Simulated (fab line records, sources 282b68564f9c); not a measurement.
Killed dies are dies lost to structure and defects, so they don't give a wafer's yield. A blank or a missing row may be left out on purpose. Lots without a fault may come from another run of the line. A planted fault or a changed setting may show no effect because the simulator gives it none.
Split-lot experiment | flow rit_cmos | 5 lots, 23 wafers read, on a route of 202 steps

THE SPLIT
At RIT_CONTACT_CVD_00 (deposits SiO2 from TEOS, target thk 400 nm, time 61 s), the setting time_s was moved away from the recipe's 61 s on 10 of the 23 wafers read, by -11.3% to +8.4%. The other wafers ran this setting at the recipe's value.

The file shows no step between the split and the reading.

THE READING
CONTACT_TEOS_THK, in nm, at RIT_CONTACT_THK_MEAS_01. Fault-free wafers of this fab line usually give 397 nm, standard deviation 5.7 nm.

wafer  | tool, chamber at the split | time_s as run, s | against the recipe | CONTACT_TEOS_THK, nm | against lot-mates on the recipe
L080.3 | pecvd-01, 1                | 61               | recipe             | 393                  | -
L080.4 | pecvd-01, 2                | 61               | recipe             | 389                  | -
L080.5 | pecvd-01, 1                | 61               | recipe             | 397                  | -
L081.1 | pecvd-04, 1                | 61               | recipe             | 387                  | -
L081.2 | pecvd-04, 2                | 64.44            | +5.6%              | 422                  | +26
L081.4 | pecvd-04, 0                | 64.44            | +5.6%              | 426                  | +30
L081.5 | pecvd-04, 2                | 61               | recipe             | 404                  | -
L081.6 | pecvd-04, 1                | 64.44            | +5.6%              | 415                  | +20
L082.2 | pecvd-02, 1                | 66.14            | +8.4%              | 435                  | +30
L082.3 | pecvd-02, 0                | 61               | recipe             | 401                  | -
L082.4 | pecvd-02, 2                | 61               | recipe             | 408                  | -
L082.5 | pecvd-02, 0                | 61               | recipe             | 407                  | -
L082.6 | pecvd-02, 1                | 66.14            | +8.4%              | 442                  | +37
L083.1 | pecvd-01, 0                | 61               | recipe             | 385                  | -
L083.2 | pecvd-01, 1                | 57.73            | -5.4%              | 376                  | -14
L083.3 | pecvd-01, 2                | 57.73            | -5.4%              | 366                  | -24
L083.4 | pecvd-01, 0                | 57.73            | -5.4%              | 368                  | -22
L083.6 | pecvd-01, 2                | 61               | recipe             | 396                  | -
L084.1 | pecvd-04, 0                | 61               | recipe             | 401                  | -
L084.2 | pecvd-04, 2                | 54.13            | -11.3%             | 352                  | -46
L084.4 | pecvd-04, 0                | 54.13            | -11.3%             | 354                  | -44
L084.5 | pecvd-04, 1                | 61               | recipe             | 392                  | -
L084.6 | pecvd-04, 2                | 61               | recipe             | 402                  | -

THE FIT
A straight line over all 23 wafers: CONTACT_TEOS_THK changes by +4.39 nm for each +1% of time_s; r = +0.96; the points scatter about the line by 6.7 nm.
The same after taking each lot's own level away (the mean of its wafers on the recipe; 23 wafers): +4.06 nm for each +1%; r = +0.97; scatter 4.8 nm.
On that fit, the largest move of time_s shifts the reading by 46 nm.
The lots' own levels span 390.5 to 405.3 nm, that is 2.6 times the standard deviation above.
So the lot-to-lot level changes the slope little: the two slopes agree.
Check: with one of the wafers moved furthest among these (-11.3%) left out of the fit, the line predicts -44.9 nm for it against its lot-mates. It came out at -46.3 nm against them.

OTHER SPLITS ON THESE WAFERS
These wafers also went through other splits before the reading. Each is held against what the fit with the lots' levels taken away leaves over:
other split on the same wafers | wafers away from the commonest value | r with CONTACT_TEOS_THK (lot level and that fit taken away)
RIT_SILICIDE_SPUTTER_01 time_s | 11                                   | +0.07

THE WHOLE CHAIN: every reading that the file lists as answering this split, in the file's order
step                    | what it does                                                                | reading                                                                        | change (the file's fit)              | r (the file's)
RIT_CONTACT_CVD_00      | deposits SiO2 from TEOS, target thk 400 nm, time 61 s                       | SiO2_of_CONTACT_CVD_00.thk_nm (the simulator's own value, which no gauge read) | +4.03 nm for each +1% of the setting | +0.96
RIT_CONTACT_THK_MEAS_01 |                                                                             | CONTACT_TEOS_THK                                                               | +4.03 for each +1% of the setting    | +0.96
RIT_CONTACT_ETCH_11     | etches SiO2 in CHF3/CF4/Ar, stops on TiSi2, target depth 480 nm, time 320 s | etch.depth_nm (the simulator's own value, which no gauge read)                 | +4.03 nm for each +1% of the setting | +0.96
RIT_CONTACT_ETCH_11     | etches SiO2 in CHF3/CF4/Ar, stops on TiSi2, target depth 480 nm, time 320 s | CONTACT.feature_depth_nm (the simulator's own value, which no gauge read)      | +4.03 nm for each +1% of the setting | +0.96

THE FILE'S OWN FIT
CONTACT_TEOS_THK changes by +4.03 nm for each +1% of time_s, r = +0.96.
